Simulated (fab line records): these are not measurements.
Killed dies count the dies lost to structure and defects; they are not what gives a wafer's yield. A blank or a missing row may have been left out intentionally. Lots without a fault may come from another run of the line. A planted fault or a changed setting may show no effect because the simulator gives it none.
Code-filled problem report in 8D (eight disciplines) form -- flow rit-cmos -- the parts of the form that need people (team, actions taken, sign-off) are left out

## 1. WHAT IS WRONG
Wafers without a fault read 6.9, standard deviation 2.9; killed-at-front-end at RIT_M1_PROBE_99 reads a mean of 264.0 on 9 wafers belonging to 3 lots. Relative to the usual mean, that is a shift of +89 standard deviations.
Earliest sighting: wafer L353.1 on prober-02 at day 6 18:50. At this step, 45 wafers from 15 lots have a number in the record. Rule for "out", or "out of limits": more than 4 standard deviations from the usual mean. The other wafers with a number count as sound.

## 2. WHAT IT IS AND WHAT IT IS NOT
question,is,is not
which readings at this step,"killed-at-front-end, killed-dies, killed-on-rim","killed-at-contacts, killed-open, killed-short"
which lots,"L353, L354, L355","L338, L339, L342, L343, L344, L345, L348, L349, L351, L352, L357, L360"
which wafers of those lots,all that have a number,-
read on which tools,"prober-01, prober-02",-
when,from day 6 18:50,"up to then (30 sound wafers); but 6 sound wafers of L357, L360 came after"

## 3. WHAT RULES OUT EACH SUSPECT
Counting: a tool at any process step up to the reading remains a suspect when it ran all the lots that are out and ran no sound lot after the first of those.
- iline-stepper-02 at RIT_PRETRO_EXPOSE_03 (exposes mask M5, target cd 43700 nm): kept. It ran every lot that is out, first L353 (day 5 13:31), and no sound lot after that; its last sound lot up to then is L352 (day 5 08:37).
Left after counting: iline-stepper-02 at RIT_PRETRO_EXPOSE_03.

## 4. THE CAUSE (what the simulator had put in)
Scanner matching overlay: iline-stepper-02, from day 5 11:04 on, at RIT_PRETRO_EXPOSE_03. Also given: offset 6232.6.
This tool alone remained once counting was done.

## 5. THE CHAIN OF EFFECTS, in route order
One row per reading whose mean, taken over the struck wafers that have a number, lies over 3 standard deviations from the usual. Only readings for which the record gives a usual standard deviation are gone through. hours: the time from each lot's start at the first step in this table that gives one to its start at this step, as a median over the lots. sigmas: the change in usual standard deviations.
hours,step,reading,usual,on struck wafers,change,sigmas
0,RIT_M1_PROBE_99,killed-at-front-end,6.9,264.0,+257.1,+89
0,RIT_M1_PROBE_99,killed-dies,7.1,264.0,+256.9,+89
0,RIT_M1_PROBE_99,killed-on-rim,1.9,70.0,+68.1,+49
Process steps it contains:
- RIT_M1_PROBE_99
Readings that are blank on the struck wafers while sound wafers have them: PRETRO_OVL at RIT_PRETRO_OVL_MEAS_06.

## 6. HOW IT WOULD HAVE BEEN CAUGHT EARLIER
The fault began at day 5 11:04; the first out-of-limits reading in this record came at day 6 18:50, 32 hours later.
Between RIT_PRETRO_EXPOSE_03 and RIT_M1_PROBE_99, RIT_PRETRO_OVL_MEAS_06 gave no PRETRO_OVL on the struck wafers, where sound wafers have one: a measuring or inspecting step that comes back empty is itself a sign.
Each of the lots that are out, 3 in all, had begun RIT_PRETRO_EXPOSE_03 on iline-stepper-02 no later than day 6 18:50. Tool hold at that time: it would have spared none of them.
